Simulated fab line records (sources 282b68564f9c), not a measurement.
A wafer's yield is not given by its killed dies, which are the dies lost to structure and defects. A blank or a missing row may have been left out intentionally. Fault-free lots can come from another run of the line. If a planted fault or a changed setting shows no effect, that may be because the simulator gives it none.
A struck lot beside a sound one :: flow rit cmos :: 21 steps out of a route of 202
Sound: wafers L383.1, L383.2, L383.6. Struck: wafers L377.1, L377.2, L377.6. Last of all comes the cause.
At each step with rows: each side's tool, then ch and its chambers, then its first start. Under that, the readings that differ: sound wafers :: struck wafers :: difference of the means :: sigmas: that difference in standard deviations of wafers without a fault.
alike: words and numbers the same on both sides, and readings whose means are apart by under 2 such deviations; not compared: readings that were withheld, readings missing a value for some wafer, numbers with overlapping values and no deviation given by the record, and bounds like >300 which may hide the same value.
A row with sigmas, a row that says differs or no value, or rows on one side alone: a step with any of these is where the two part. When numbers do not overlap yet have no deviation, they are printed without sigmas and do not part them. A reading that every wafer of one side lacks parts them only if that side has two wafers or more.

first, 2 steps without rows for these wafers: RIT_NSD_HARDBAKE_07 (time 60 s); RIT_NSD_IMPLANT_08.
RIT_NSD_STRIP_09: strips in O2, time 180 s.
  sound on plasma asher-01 ch 0,1, day 6 21:27; struck on plasma asher-02 ch 0,1, day 5 16:21
  alike: drypump motor current A
  not compared: rf hours counter h
RIT_NSD_TW_MEAS_10:
  sound: film metro-02 at day 6 21:37; struck: film metro-02 at day 5 16:31
  alike: NSD_TW
then, 6 steps without rows for these wafers: RIT_PSD_HMDS_00 (prime time 60 s); RIT_PSD_COAT_01 (resist thk 1000 nm); RIT_PSD_SOFTBAKE_02 (time 60 s); RIT_PSD_EXPOSE_03 (exposes mask M10, target cd 40900 nm); RIT_PSD_PEB_04; RIT_PSD_DEVELOP_05 (develop time 51.76 s).
RIT_PSD_OVL_MEAS_06:
  sound: overlay-01 at day 6 22:33; struck: overlay-02 at day 5 17:26
  alike: PSD_OVL
then, 1 step without rows for these wafers: RIT_PSD_HARDBAKE_07 (time 60 s).
RIT_PSD_IMPLANT_08:
  sound on implanter-04 ch 0, day 6 22:44; struck on implanter-02 ch 0, day 5 17:37
reading: beam energy keV
sound: 26.986 27.001 27.005
struck: 25.109 25.112 25.108
difference: -1.888
sigmas: -99 or more

reading: model.implant.rp nm (nm)
sound: 21.73 21.73 21.73
struck: 21.12 21.12 21.12
difference: -0.61
sigmas: 

reading: model.implant.drp nm (nm)
sound: 12.05 12.05 12.05
struck: 11.45 11.45 11.45
difference: -0.60
sigmas: 
RIT_PSD_STRIP_09: strips in O2, time 180 s.
  sound on plasma asher-03 ch 0,1, day 6 22:53; struck on plasma asher-03 ch 0,1, day 5 17:46
  alike: drypump motor current A
  not compared: rf hours counter h
RIT_PSD_TW_MEAS_10:
  sound: film metro-02 at day 6 23:04; struck: film metro-02 at day 5 17:56
  alike: PSD_TW
  not compared: hold
then, 2 steps without rows for these wafers: RIT_SDANNEAL_CLEAN_01 (cleans in dHF, time 30 s); RIT_SDANNEAL_CLEAN_02 (cleans in SC2, time 600 s).
RIT_SDANNEAL_RTA_03: time 5 s.
  sound on rtp anneal-02 ch 0, day 6 23:29; struck on rtp anneal-01 ch 0, day 5 18:48
reading: chamber o2 ppm
sound: 2.039 2.028 2.025
struck: 1.999 1.975 1.985
difference: -0.044
sigmas: -2
  alike: wafer_temp_C_max
RIT_SDANNEAL_RS_MEAS_04: measurement is done with a four-point probe.
  sound: film metro-02 at day 6 23:33; struck: film metro-01 at day 5 19:13
reading: PSD_RS (ohm/sq)
sound: 116.5 116.3 116.3
struck: 120.7 120.5 120.9
difference: +4.3
sigmas: +13
  not compared: hold
RIT_SDANNEAL_RS_MEAS_05: measurement is done with a four-point probe.
  sound: film metro-02 at day 6 23:40; struck: film metro-01 at day 5 21:50
reading: hold
sound: - - -
struck: await dispo/2.5h/release await dispo/2.5h/release await dispo/2.5h/release
difference: no value on the sound wafers
sigmas: 
  alike: NSD_RS
RIT_M1_PROBE_99:
  sound: prober-02 at day 7 07:14; struck: prober-01 at day 6 05:56
  alike: killed at front end, killed dies, killed open, killed short

== WHERE THEY PART ==
Last at RIT_SDANNEAL_RS_MEAS_05 as far as this record goes, first at RIT_PSD_IMPLANT_08. Later steps at which nothing parts them and some readings are alike: RIT_M1_PROBE_99.

WHY: what the simulator had put in
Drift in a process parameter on implanter-02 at RIT_PSD_IMPLANT_08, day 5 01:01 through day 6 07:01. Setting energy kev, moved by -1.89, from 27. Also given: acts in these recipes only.
